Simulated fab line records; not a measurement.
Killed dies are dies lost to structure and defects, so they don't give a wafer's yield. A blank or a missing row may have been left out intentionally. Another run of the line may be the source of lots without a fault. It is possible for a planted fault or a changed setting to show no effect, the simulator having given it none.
fab line records	flow berkeley-cmos170
record: lots: 15	wafers: 45	last-day: 13
route steps=331 shown PLDD@155 PSD@185 NSD@193 SDANNEAL@205
lots untouched by any fault: they come from a run of this same line in which no faults occurred
start-h: start of the lot's first displayed wafer, in hours after the record's first day	wait-h: hours since the lot's step before	" same as the row above	L1.1+2: a single row standing in for several wafers	- value missing, or start not given	* or withheld: withheld	< > ~ a bound
route shown NAME@n: names a module that has steps shown in the file, with the first one's number in the route	usual: the fault-free wafers' mean and standard deviation	same: alike in all rows	chamber/n: place in a boat	sites: the reading at each site	_std_site: how widely they spread, as a standard deviation	_edge_site: inner sites' mean taken away from outer sites' mean	radius-mm: for every site, how far away it sits from the centre of the wafer	mask NAME#n: copy n	behind: the tool/chamber that last shaped the wafer	hold: why the lot was held/for how many hours/how that ended	device: whichever transistor did not switch (one of n, p or np)	end of line: the tests these same wafers got at the end of their route	for a step that has no rows: nothing shown but its recipe	killed: count of dies lost to structure and defects at first sort (not the wafer's yield)	map: a wafer's dies, x killed, . not, _ none there
set.NAME: setting as actually run; set.NAME@STEP: the setting as run at that earlier step	model.NAME: the simulator's own value behind a step, which no gauge read
one table for each step of the route and one row for each wafer, over a sample of lots
services: the hour from which a tool's chamber was out of use, counted from the record's first day as start-h (under 0 if before that day), plus the number of hours and why
== steps ==
step: UCB170_PLDD_STRIP_10
recipe: chemistry: O2	power-w: 400	pressure-mtorr: 3500	platen-temp-c: withheld	o2-flow-sccm: 400	overash-fraction: 0.5
usual: drypump-motor-current-A: 5.8/0.31	oes-product-au: 0.734/0.0045	strip-time-to-endpoint-s: 21.62/0.055
same: overash-fraction: 0.5
lot.wafer	tool	chamber	start-h	wait-h	drypump-motor-current-A	oes-product-au	rf-hours-counter-h	strip-time-to-endpoint-s
L542.1	plasma-asher-01	0	161.39	0.1	5.6	0.730	43	21.66
L542.4	"	0	"	"	5.6	0.729	-	21.66
L542.6	"	0	"	"	5.6	0.730	-	21.63
L544.1	plasma-asher-01	1	169.45	0.1	6.2	0.738	44	21.68
L544.3	"	1	"	"	6.3	0.740	-	21.70
L544.5	"	0	"	"	5.6	0.738	-	21.65
L547.1	plasma-asher-04	0	178.48	0.1	5.9	0.738	7	21.60
L547.2	"	1	"	"	5.7	0.725	7	21.59
L547.6	"	0	"	"	5.9	0.736	-	21.65
L545.4	plasma-asher-03	0	178.76	0.1	5.2	0.730	-	21.61
L545.5	"	1	"	"	5.5	0.734	-	21.66
L545.6	"	0	"	"	5.2	0.733	-	21.64
L550.2	plasma-asher-04	0	190.71	0.1	5.9	0.737	9	21.65
L550.5	"	0	"	"	5.9	0.741	-	21.65
L550.6	"	1	"	"	5.7	0.730	-	21.64
L551.1	plasma-asher-04	1	190.95	0.1	5.7	0.737	9	21.57
L551.3	"	0	"	"	5.9	0.728	-	21.55
L551.6	"	1	"	"	5.7	0.734	-	21.56
L549.2	plasma-asher-01	1	191.20	0.1	6.2	0.738	47	21.56
L549.5	"	0	"	"	5.6	0.728	-	21.63
L549.6	"	1	"	"	6.3	0.737	-	21.57
L553.2	plasma-asher-01	0	203.69	0.1	5.6	0.737	48	21.61
L553.4	"	1	"	"	6.2	0.727	-	21.64
L553.6	"	1	"	"	6.3	0.721	-	21.64
L552.2	plasma-asher-04	1	204.13	0.1	5.7	0.736	10	21.62
L552.4	"	1	"	"	5.7	0.731	-	21.55
L552.6	"	0	"	"	5.9	0.732	-	21.64
L554.1	plasma-asher-04	0	214.98	0.1	6.0	0.729	12	21.76
L554.5	"	1	"	"	5.7	0.732	-	21.68
L554.6	"	0	"	"	5.9	0.733	-	21.62
L557.1	plasma-asher-01	1	222.21	0.1	6.3	0.731	50	21.60
L557.5	"	0	"	"	5.6	0.726	-	21.55
L557.6	"	1	"	"	6.3	0.734	-	21.52
L558.2	plasma-asher-01	1	244.55	0.1	6.3	0.736	53	21.57
L558.4	"	0	"	"	5.6	0.733	-	21.59
L558.5	"	0	"	"	5.6	0.729	-	21.56
L562.1	plasma-asher-04	0	244.78	0.1	5.9	0.729	15	21.62
L562.2	"	1	"	"	5.7	0.732	15	21.59
L562.6	"	0	"	"	5.9	0.730	-	21.59
L561.1	plasma-asher-03	1	244.85	0.1	5.5	0.731	46	21.58
L561.2	"	0	"	"	5.2	0.741	46	21.66
L561.6	"	1	"	"	5.5	0.733	-	21.61
L565.3	plasma-asher-01	0	276.12	0.1	5.6	0.737	-	21.69
L565.5	"	1	"	"	6.3	0.737	-	21.67
L565.6	"	0	"	"	5.6	0.733	-	21.72
step: UCB170_PSD_TW_MEAS_10
usual: PSD_TW: 2324/20
lot.wafer	tool	chamber	start-h	wait-h	PSD_TW
L542.1	film-metro-04	-	173.43	0.1	2327
L542.4	"	-	"	"	2320
L542.6	"	-	"	"	2323
L544.1	film-metro-02	-	178.28	0.1	2286
L544.3	"	-	"	"	2279
L544.5	"	-	"	"	2286
L547.1	film-metro-01	-	188.03	0.1	2331
L547.2	"	-	"	"	2329
L547.6	"	-	"	"	2327
L545.4	film-metro-02	-	188.33	0.1	2279
L545.5	"	-	"	"	2287
L545.6	"	-	"	"	2287
L549.2	film-metro-02	-	201.14	0.1	2306
L549.5	"	-	"	"	2303
L549.6	"	-	"	"	2301
L551.1	film-metro-04	-	201.40	0.1	2340
L551.3	"	-	"	"	2349
L551.6	"	-	"	"	2347
L550.2	film-metro-01	-	201.69	0.1	2340
L550.5	"	-	"	"	2331
L550.6	"	-	"	"	2334
L553.2	film-metro-04	-	211.98	0.1	2350
L553.4	"	-	"	"	2339
L553.6	"	-	"	"	2353
L552.2	film-metro-04	-	212.05	0.1	2360
L552.4	"	-	"	"	2359
L552.6	"	-	"	"	2366
L554.1	film-metro-02	-	225.49	0.1	2287
L554.5	"	-	"	"	2271
L554.6	"	-	"	"	2296
L557.1	film-metro-01	-	231.66	0.1	2345
L557.5	"	-	"	"	2332
L557.6	"	-	"	"	2326
L558.2	film-metro-04	-	255.84	0.1	2329
L558.4	"	-	"	"	2327
L558.5	"	-	"	"	2311
L562.1	film-metro-02	-	255.95	0.1	2297
L562.2	"	-	"	"	2298
L562.6	"	-	"	"	2302
L561.1	film-metro-01	-	256.10	0.1	2342
L561.2	"	-	"	"	2332
L561.6	"	-	"	"	2336
L565.3	film-metro-04	-	285.11	0.1	2328
L565.5	"	-	"	"	2334
L565.6	"	-	"	"	2331
step: UCB170_NSD_CD_MEAS_06
recipe: target-cd-nm: 1200
usual: cd-nm: 1200.0/1.3
lot.wafer	tool	chamber	start-h	wait-h	cd-nm
L542.1	cd-sem-02	-	175.92	-	1199.8
L542.4	"	-	"	"	1199.2
L542.6	"	-	"	"	1199.5
L544.1	cd-sem-01	-	180.32	-	1200.7
L544.3	"	-	"	"	1200.5
L544.5	"	-	"	"	1201.4
L547.1	cd-sem-01	-	189.49	-	1200.0
L547.2	"	-	"	"	1200.2
L547.6	"	-	"	"	1201.0
L545.4	cd-sem-02	-	189.68	-	1201.2
L545.5	"	-	"	"	1200.5
L545.6	"	-	"	"	1199.7
L549.2	cd-sem-02	-	202.45	-	1201.7
L549.5	"	-	"	"	1198.3
L549.6	"	-	"	"	1199.7
L551.1	cd-sem-01	-	202.84	-	1200.9
L551.3	"	-	"	"	1201.0
L551.6	"	-	"	"	1201.3
L550.2	cd-sem-01	-	203.02	-	1199.3
L550.5	"	-	"	"	1198.5
L550.6	"	-	"	"	1198.2
L553.2	cd-sem-02	-	215.73	-	1198.7
L553.4	"	-	"	"	1197.4
L553.6	"	-	"	"	1199.2
L552.2	cd-sem-01	-	215.87	-	1200.3
L552.4	"	-	"	"	1200.6
L552.6	"	-	"	"	1200.0
L554.1	cd-sem-01	-	227.28	-	1198.0
L554.5	"	-	"	"	1198.4
L554.6	"	-	"	"	1198.5
L557.1	cd-sem-02	-	235.91	-	1198.9
L557.5	"	-	"	"	1198.6
L557.6	"	-	"	"	1198.4
L562.1	cd-sem-02	-	257.80	-	1199.1
L562.2	"	-	"	"	1199.1
L562.6	"	-	"	"	1198.5
L561.1	cd-sem-01	-	257.82	-	1200.1
L561.2	"	-	"	"	1199.2
L561.6	"	-	"	"	1199.3
L558.2	cd-sem-01	-	258.11	-	1199.5
L558.4	"	-	"	"	1199.7
L558.5	"	-	"	"	1198.5
L565.3	cd-sem-02	-	287.07	-	1201.0
L565.5	"	-	"	"	1201.9
L565.6	"	-	"	"	1202.7
step: UCB170_SDANNEAL_RTA_01
recipe: temp-c: 1050	time-s: 5	ambient: N2
usual: lamp-power-pct: 36.92/0.24	wafer_temp_C_max: 1054.7/1.2
lot.wafer	tool	chamber	start-h	wait-h	lamp-power-pct	wafer_temp_C_max
L542.1	rtp-anneal-02	0	178.41	0.2	37.15	1053.5
L542.4	"	0	"	"	37.07	1056.3
L542.6	"	0	"	"	37.09	1054.1
L544.1	rtp-anneal-02	0	182.00	0.2	37.11	1055.4
L544.3	"	0	"	"	37.01	1056.0
L544.5	"	0	"	"	37.05	1055.4
L547.1	rtp-anneal-02	0	192.43	0.1	37.12	1057.4
L547.2	"	0	"	"	37.08	1055.4
L547.6	"	0	"	"	37.06	1054.1
L545.4	rtp-anneal-02	0	192.73	0.1	37.06	1056.4
L545.5	"	0	"	"	37.11	1054.5
L545.6	"	0	"	"	37.09	1054.6
L551.1	rtp-anneal-01	0	206.90	0.1	36.52	1053.7
L551.3	"	0	"	"	36.56	1052.9
L551.6	"	0	"	"	36.59	1053.3
L549.2	rtp-anneal-02	0	206.91	0.1	37.06	1054.1
L549.5	"	0	"	"	37.16	1056.1
L549.6	"	0	"	"	37.11	1054.7
L550.2	rtp-anneal-02	0	207.12	0.1	37.10	1054.1
L550.5	"	0	"	"	37.13	1055.3
L550.6	"	0	"	"	37.10	1054.2
L553.2	rtp-anneal-01	0	217.23	0.1	36.60	1052.8
L553.4	"	0	"	"	36.60	1056.0
L553.6	"	0	"	"	36.54	1053.2
L552.2	rtp-anneal-02	0	217.68	0.1	37.05	1055.0
L552.4	"	0	"	"	37.09	1055.2
L552.6	"	0	"	"	37.08	1056.4
L554.1	rtp-anneal-01	0	229.15	0.1	36.56	1053.9
L554.5	"	0	"	"	36.60	1054.0
L554.6	"	0	"	"	36.57	1053.4
L557.1	rtp-anneal-01	0	237.55	0.1	36.60	1053.6
L557.5	"	0	"	"	36.58	1052.9
L557.6	"	0	"	"	36.58	1052.9
L562.1	rtp-anneal-02	0	259.29	0.1	37.09	1056.4
L562.2	"	0	"	"	37.15	1055.6
L562.6	"	0	"	"	37.08	1055.7
L561.1	rtp-anneal-01	0	259.35	0.1	36.62	1054.8
L561.2	"	0	"	"	36.59	1054.7
L561.6	"	0	"	"	36.59	1053.5
L558.2	rtp-anneal-01	0	260.04	0.1	36.59	1053.7
L558.4	"	0	"	"	36.61	1053.7
L558.5	"	0	"	"	36.56	1053.2
L565.3	rtp-anneal-02	0	288.54	0.1	37.15	1055.6
L565.5	"	0	"	"	37.10	1054.4
L565.6	"	0	"	"	37.09	1054.8
step: UCB170_SDANNEAL_RS_MEAS_02
recipe: thk-meas-gauge: four-point-probe
usual: PSD_RS: 75.6/0.3
lot.wafer	tool	chamber	start-h	wait-h	PSD_RS[ohm/sq]
L542.1	film-metro-02	-	178.64	0.2	75.1
L542.4	"	-	"	"	75.3
L542.6	"	-	"	"	75.1
L544.1	film-metro-04	-	182.24	0.2	75.5
L544.3	"	-	"	"	75.5
L544.5	"	-	"	"	75.3
L547.1	film-metro-01	-	192.54	0.1	75.5
L547.2	"	-	"	"	75.3
L547.6	"	-	"	"	75.6
L545.4	film-metro-04	-	192.85	0.1	75.8
L545.5	"	-	"	"	75.9
L545.6	"	-	"	"	75.9
L551.1	film-metro-02	-	206.96	0.0	74.9
L551.3	"	-	"	"	75.1
L551.6	"	-	"	"	75.2
L549.2	film-metro-01	-	206.98	0.1	75.4
L549.5	"	-	"	"	75.4
L549.6	"	-	"	"	75.5
L550.2	film-metro-04	-	207.19	0.1	75.4
L550.5	"	-	"	"	75.5
L550.6	"	-	"	"	75.8
L553.2	film-metro-01	-	217.30	0.1	75.8
L553.4	"	-	"	"	75.2
L553.6	"	-	"	"	75.7
L552.2	film-metro-02	-	217.78	0.1	75.9
L552.4	"	-	"	"	75.5
L552.6	"	-	"	"	75.8
L554.1	film-metro-04	-	229.21	0.0	75.7
L554.5	"	-	"	"	76.3
L554.6	"	-	"	"	75.8
L557.1	film-metro-04	-	237.66	0.1	69.7
L557.5	"	-	"	"	69.9
L557.6	"	-	"	"	70.0
L562.1	film-metro-04	-	259.35	0.0	75.7
L562.2	"	-	"	"	75.9
L562.6	"	-	"	"	76.2
L561.1	film-metro-01	-	259.41	0.0	69.5
L561.2	"	-	"	"	69.5
L561.6	"	-	"	"	69.6
L558.2	film-metro-01	-	260.14	0.1	69.7
L558.4	"	-	"	"	70.0
L558.5	"	-	"	"	69.8
L565.3	film-metro-01	-	288.62	0.1	75.8
L565.5	"	-	"	"	75.6
L565.6	"	-	"	"	75.8
step: UCB170_SDANNEAL_RS_MEAS_03
recipe: thk-meas-gauge: four-point-probe
usual: NSD_RS: 37.26/0.079
lot.wafer	tool	chamber	start-h	wait-h	NSD_RS[ohm/sq]
L542.1	film-metro-02	-	178.76	0.1	37.13
L542.4	"	-	"	"	37.15
L542.6	"	-	"	"	37.18
L544.1	film-metro-04	-	182.36	0.1	37.25
L544.3	"	-	"	"	37.20
L544.5	"	-	"	"	37.22
L547.1	film-metro-01	-	192.66	0.1	37.21
L547.2	"	-	"	"	37.17
L547.6	"	-	"	"	37.25
L545.4	film-metro-04	-	192.97	0.1	37.28
L545.5	"	-	"	"	37.28
L545.6	"	-	"	"	37.31
L551.1	film-metro-02	-	207.08	0.1	37.23
L551.3	"	-	"	"	37.17
L551.6	"	-	"	"	37.27
L549.2	film-metro-01	-	207.10	0.1	37.32
L549.5	"	-	"	"	37.22
L549.6	"	-	"	"	37.21
L550.2	film-metro-04	-	207.31	0.1	37.26
L550.5	"	-	"	"	37.39
L550.6	"	-	"	"	37.35
L553.2	film-metro-01	-	217.42	0.1	37.24
L553.4	"	-	"	"	37.22
L553.6	"	-	"	"	37.35
L552.2	film-metro-02	-	217.90	0.1	37.37
L552.4	"	-	"	"	37.24
L552.6	"	-	"	"	37.36
L554.1	film-metro-04	-	229.33	0.1	37.30
L554.5	"	-	"	"	37.26
L554.6	"	-	"	"	37.26
L557.1	film-metro-04	-	237.78	0.1	36.13
L557.5	"	-	"	"	36.15
L557.6	"	-	"	"	36.06
L562.1	film-metro-04	-	259.47	0.1	37.27
L562.2	"	-	"	"	37.24
L562.6	"	-	"	"	37.29
L561.1	film-metro-01	-	259.53	0.1	35.96
L561.2	"	-	"	"	35.91
L561.6	"	-	"	"	35.97
L558.2	film-metro-01	-	260.26	0.1	36.01
L558.4	"	-	"	"	36.00
L558.5	"	-	"	"	35.99
L565.3	film-metro-01	-	288.74	0.1	37.14
L565.5	"	-	"	"	37.09
L565.6	"	-	"	"	37.18
== services ==
tool	chamber	start-h	hours	kind
plasma-asher-01	-	155.11	5.2	repair
rtp-anneal-02	-	198.39	3.6	pm
plasma-asher-01	-	225.93	0.7	repair
== key ==
first-sign: step: UCB170_SDANNEAL_RS_MEAS_02	reading: PSD_RS	direction: down	sigmas: 19	usual: 75.6	struck: 69.8
effect: step: UCB170_SDANNEAL_RS_MEAS_03	reading: NSD_RS	direction: down	sigmas: 16	usual: 37.26	struck: 36.02
met-at UCB170_SDANNEAL_RTA_01
struck-lots L557,L558,L561
sort-left-out L557.1,L557.5,L557.6
tester-left-out L557,L558,L561
not-acting-at UCB170_PLDD_STRIP_10,UCB170_PSD_TW_MEAS_10,UCB170_NSD_CD_MEAS_06
onset-between 229.15 237.55
fault: kind: process-parameter-drift	tool: rtp-anneal-01	chamber: -	onset-h: 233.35	steps: UCB170_SDANNEAL_RTA_01	channel: time-s	offset: *	shape: step	end-h: 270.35	acts-in: *	stated: *
tester-left-out: of these lots the tester's yield and bins aren't shown, on N5 and GAA mostly nor the transistor test; their killed dies are dies lost to structure and defects alone, not to doping, threshold or leakage, so they don't give the yield
sort-left-out: the simulated sort isn't trusted on such a fault, so these wafers' sort isn't shown, and their yield isn't known
